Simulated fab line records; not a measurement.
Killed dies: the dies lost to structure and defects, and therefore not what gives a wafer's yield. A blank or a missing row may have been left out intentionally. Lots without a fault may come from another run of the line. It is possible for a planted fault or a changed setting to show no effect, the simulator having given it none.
What tool caused it? | flow berkeleyCmos170 | 14 lots, 42 wafers sampled, at 4 steps of a route of 331

WHAT THE GAUGES READ, wafer by wafer
UCB170_PWELL_THK_MEAS_03.
lot  | measured    | on           | PWELL_OXIDE_THK (nm)
L601 | day 3 04:29 | filmMetro-04 | 26.0 26.2 26.6
L602 | day 3 13:45 | filmMetro-04 | 26.2 26.5 26.7
L603 | day 3 13:46 | filmMetro-01 | 26.9 26.9 26.7
L605 | day 4 02:56 | filmMetro-04 | 26.5 26.7 26.6
L607 | day 4 13:53 | filmMetro-01 | 26.9 26.4 26.3
L609 | day 4 22:34 | filmMetro-04 | 27.0 26.5 26.7
L610 | day 4 22:35 | filmMetro-01 | 26.6 26.7 26.4
L612 | day 5 07:23 | filmMetro-01 | 25.3 25.4 25.5
L613 | day 5 19:29 | filmMetro-01 | 26.1 25.6 26.0
L614 | day 5 19:29 | filmMetro-03 | 26.2 26.3 26.8
L615 | day 6 04:05 | filmMetro-01 | 26.2 26.0 26.5
L619 | day 7 00:13 | filmMetro-01 | 26.2 25.6 25.6
L621 | day 7 07:23 | filmMetro-04 | 26.1 25.7 26.0
L623 | day 8 00:49 | filmMetro-04 | 26.1 26.3 26.2

UCB170_SCREENOX_THK_MEAS_02.
lot  | measured     | on           | SCREENOX_OXIDE_THK (nm)
L601 | day 6 12:26  | filmMetro-02 | 14.03 14.22 14.37
L602 | day 7 01:31  | filmMetro-04 | 14.49 14.51 14.34
L603 | day 7 01:31  | filmMetro-03 | 14.30 14.31 14.33
L605 | day 7 13:47  | filmMetro-03 | 14.52 14.38 14.44
L607 | day 7 21:49  | filmMetro-02 | 14.01 14.44 14.30
L609 | day 8 03:55  | filmMetro-04 | 13.75 13.85 13.78
L610 | day 8 03:55  | filmMetro-02 | 14.10 14.17 13.79
L612 | day 8 13:28  | filmMetro-04 | 14.96 14.67 14.68
L613 | day 9 05:49  | filmMetro-02 | 14.12 14.16 14.15
L614 | day 9 05:49  | filmMetro-04 | 13.85 13.86 13.99
L615 | day 9 17:30  | filmMetro-04 | 14.11 14.24 14.24
L619 | day 10 09:00 | filmMetro-03 | 14.16 14.44 14.22
L621 | day 10 08:58 | filmMetro-04 | 14.30 14.39 14.25
L623 | day 10 22:29 | filmMetro-02 | 14.30 14.38 14.19

WHICH TOOL RAN EACH LOT (tool, then ch and the chambers of the sampled wafers, then the start)
lot  | UCB170_ACTIVE_STRIP_16             | UCB170_PFIELD_IMPLANT_07
L601 | plasmaAsher-02 ch 0,1, day 5 04:40 | implanter-04 ch 0, day 5 06:12
L602 | plasmaAsher-03 ch 0,1, day 5 15:23 | implanter-03 ch 0, day 5 16:53
L603 | plasmaAsher-01 ch 0,1, day 5 15:35 | implanter-01 ch 0, day 5 17:14
L605 | plasmaAsher-01 ch 0,1, day 6 02:08 | implanter-04 ch 0, day 6 04:08
L607 | plasmaAsher-01 ch 0,1, day 6 11:32 | implanter-01 ch 0, day 6 13:25
L609 | plasmaAsher-01 ch 0,1, day 6 19:01 | implanter-03 ch 0, day 6 23:23
L610 | plasmaAsher-02 ch 0,1, day 6 18:41 | implanter-04 ch 0, day 6 23:08
L612 | plasmaAsher-01 ch 0,1, day 7 10:08 | implanter-04 ch 0, day 7 11:50
L613 | plasmaAsher-03 ch 0,1, day 7 23:26 | implanter-04 ch 0, day 8 05:12
L614 | plasmaAsher-01 ch 0,1, day 7 23:40 | implanter-01 ch 0, day 8 05:28
L615 | plasmaAsher-02 ch 0,1, day 8 17:19 | implanter-03 ch 0, day 8 19:11
L619 | plasmaAsher-03 ch 0,1, day 9 04:51 | implanter-03 ch 0, day 9 09:47
L621 | plasmaAsher-02 ch 0,1, day 9 04:37 | implanter-01 ch 0, day 9 09:49
L623 | plasmaAsher-03 ch 0, day 9 16:16   | implanter-01 ch 0, day 9 18:04
- UCB170_ACTIVE_STRIP_16: strips in O2.
- UCB170_PFIELD_IMPLANT_07

WHAT THE TOOLS THEMSELVES READ (means of the sampled wafers that have a number; where no wafer has one, the mark that the record gives instead)
UCB170_ACTIVE_STRIP_16.
lot  | tool           | drypumpMotorCurrentA (A) | oesProductAu (a.u.) | stripTimeToEndpointS (s)
L601 | plasmaAsher-02 | 5.46                     | 0.720               | 18.02
L602 | plasmaAsher-03 | 5.63                     | 0.716               | 18.06
L603 | plasmaAsher-01 | 5.63                     | 0.719               | 18.08
L605 | plasmaAsher-01 | 5.68                     | 0.719               | 18.01
L607 | plasmaAsher-01 | 5.62                     | 0.722               | 18.17
L609 | plasmaAsher-01 | 5.66                     | 0.722               | 18.04
L610 | plasmaAsher-02 | 5.47                     | 0.718               | 18.05
L612 | plasmaAsher-01 | 5.66                     | 0.723               | 18.12
L613 | plasmaAsher-03 | 5.63                     | 0.718               | 18.04
L614 | plasmaAsher-01 | 5.66                     | 0.726               | 18.10
L615 | plasmaAsher-02 | 5.30                     | 0.722               | 18.07
L619 | plasmaAsher-03 | 5.63                     | 0.720               | 18.13
L621 | plasmaAsher-02 | 5.30                     | 0.723               | 18.05
L623 | plasmaAsher-03 | 5.55                     | 0.720               | 18.02

UCB170_PFIELD_IMPLANT_07.
lot  | tool         | beamEnergyKeV
L601 | implanter-04 | 79.992
L602 | implanter-03 | 80.017
L603 | implanter-01 | 80.032
L605 | implanter-04 | 79.994
L607 | implanter-01 | 80.019
L609 | implanter-03 | 80.026
L610 | implanter-04 | 79.986
L612 | implanter-04 | 84.783
L613 | implanter-04 | 84.827
L614 | implanter-01 | 79.994
L615 | implanter-03 | 80.004
L619 | implanter-03 | 80.020
L621 | implanter-01 | 79.947
L623 | implanter-01 | 79.968

THE ANSWER, worked out from the rows above alone
Rule: what is usual is taken from the lots themselves. Put in order of their means at a reading, lots are off if they are a third of the lots or fewer, leave a main group of 4 or more, and stand apart from it by a gap of 3 or more times the standard deviation of the main group's means; of several such gaps the widest counts. The tables above print the reading to a certain number of digits; a main group whose means all agree to those digits is not used. A lot without any number at a reading at which 4 lots or more have one is off too. Any other lot the step has rows for is counted as sound. The gauges are gone through in route order, then the tools' own readings, and for those a lot's mean is taken as printed above. At the first step where some lot is off, the reading lying furthest off is the one used; lots without a number count as furthest.
Off: L612, L613 (UCB170_PFIELD_IMPLANT_07, beamEnergyKeV). Main group: mean 80.000, sd 0.024.
If a tool, at that step or one of the process steps before it, ran each lot that is off and ran no sound lot following the first of them, it fits. One candidate fits, namely implanter-04 at UCB170_PFIELD_IMPLANT_07. Its last sound lot is L610 (day 6 23:08), its first lot that is off L612 (day 7 11:50): a fault that began between those two fits.
The tool's own readings at UCB170_PFIELD_IMPLANT_07 bear it out: on the lots that are off they differ by more than 5 times the standard deviation of the sound lots' means. beamEnergyKeV reads 84.805 there against 80.000 on the sound lots.

WHAT THE SIMULATOR HAD INSERTED
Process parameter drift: implanter-04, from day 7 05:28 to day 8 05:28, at UCB170_PFIELD_IMPLANT_07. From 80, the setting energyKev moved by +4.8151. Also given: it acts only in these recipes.
Shown lots that were struck: L612, L613. The same result came from the rule above.
